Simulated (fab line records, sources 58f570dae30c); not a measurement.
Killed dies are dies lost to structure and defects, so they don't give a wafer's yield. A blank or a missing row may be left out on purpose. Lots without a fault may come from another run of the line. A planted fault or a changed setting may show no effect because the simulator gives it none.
Problem report in the 8D (eight disciplines) form, filled by code | flow berkeley_cmos170 | the parts of the form that need people (team, actions taken, sign-off) are left out

1. THE PROBLEM
bias_w at UCB170_M1_METAL_ETCH_12 reads a mean of 95.7 W on 5 wafers of 2 lots; wafers without a fault read 120.0 W with a standard deviation of 0.39. That is -62 standard deviations from the usual mean.
The step: etches Al in Cl2/BCl3, stops on PSG, target depth 780 nm, time 130 s.
First seen on wafer L216.4, day 8 10:23, on rie_metal-03. The record holds 41 wafers of 14 lots with a number at this step. Rule for "out", or "out of limits": more than 4 standard deviations from the usual mean. The other wafers with a number count as sound.

2. WHAT IT IS AND WHAT IT IS NOT
question                    | is                     | is not
which readings at this step | bias_w                 | drypump_motor_current_A, oes_product_au, throttle_valve_pct
which lots                  | L216, L220             | L214, L215, L217, L219, L226, L227, L229, L230, L231, L233, L234, L235
which wafers of those lots  | all that have a number | -
read on which tools         | rie_metal-03           | rie_metal-02, rie_metal-04
when                        | from day 8 10:23       | up to then (9 sound wafers); but 27 sound wafers of L219, L226, L227, L229, L230, L231, L233, L234, L235 came after

3. SUSPECTS, AND WHAT RULES EACH OUT
Counting: a tool at a process step up to the reading stays a suspect if it ran every lot that is out and no sound lot after the first of them.
- rie_diel-02 at UCB170_CONTACT_ETCH_18 (etches PSG in CHF3/CF4/Ar, stops on TiSi2, target depth 840 nm, time 195 s): ruled out as a lasting fault. Sound lots L229, L231, L233, L234 ran on it after its first lot that is out, L216 (day 8 08:43). UCB170_CONTACT_ETCH_18 gives no start for some lots, so the hours and the order of its lots are those of UCB170_M1_SPUTTER_00.
- rie_metal-03 at UCB170_M1_METAL_ETCH_12 (etches Al in Cl2/BCl3, stops on PSG, target depth 780 nm, time 130 s): ruled out as a lasting fault. Sound lots L231, L234 ran on it after its first lot that is out, L216 (day 8 10:23).
Left after counting: nothing in the record.

4. THE CAUSE (what the simulator had put in)
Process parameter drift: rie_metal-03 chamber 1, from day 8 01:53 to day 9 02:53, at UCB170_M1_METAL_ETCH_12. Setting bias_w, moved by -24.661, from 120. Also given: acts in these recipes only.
Counting ruled it out, wrongly.

5. THE CHAIN OF EFFECTS, in route order
Each row: a reading whose mean over the struck wafers that have a number lies more than 3 standard deviations from the usual. Only readings for which the record gives a usual standard deviation are gone through. hours: the time from each lot's start at the first step in this table that gives one to its start at this step, as a median over the lots. sigmas: the change in usual standard deviations.
hours | step                    | reading | usual   | on struck wafers | change | sigmas
0     | UCB170_M1_METAL_ETCH_12 | bias_w  | 120.0 W | 95.7             | -24.3  | -62
The process steps in it:
- UCB170_M1_METAL_ETCH_12: etches Al in Cl2/BCl3, stops on PSG, target depth 780 nm, time 130 s.

6. WHAT WOULD HAVE CAUGHT IT SOONER
In this record the first reading out of limits was taken at day 8 10:23, 9 hours after the fault began at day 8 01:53.
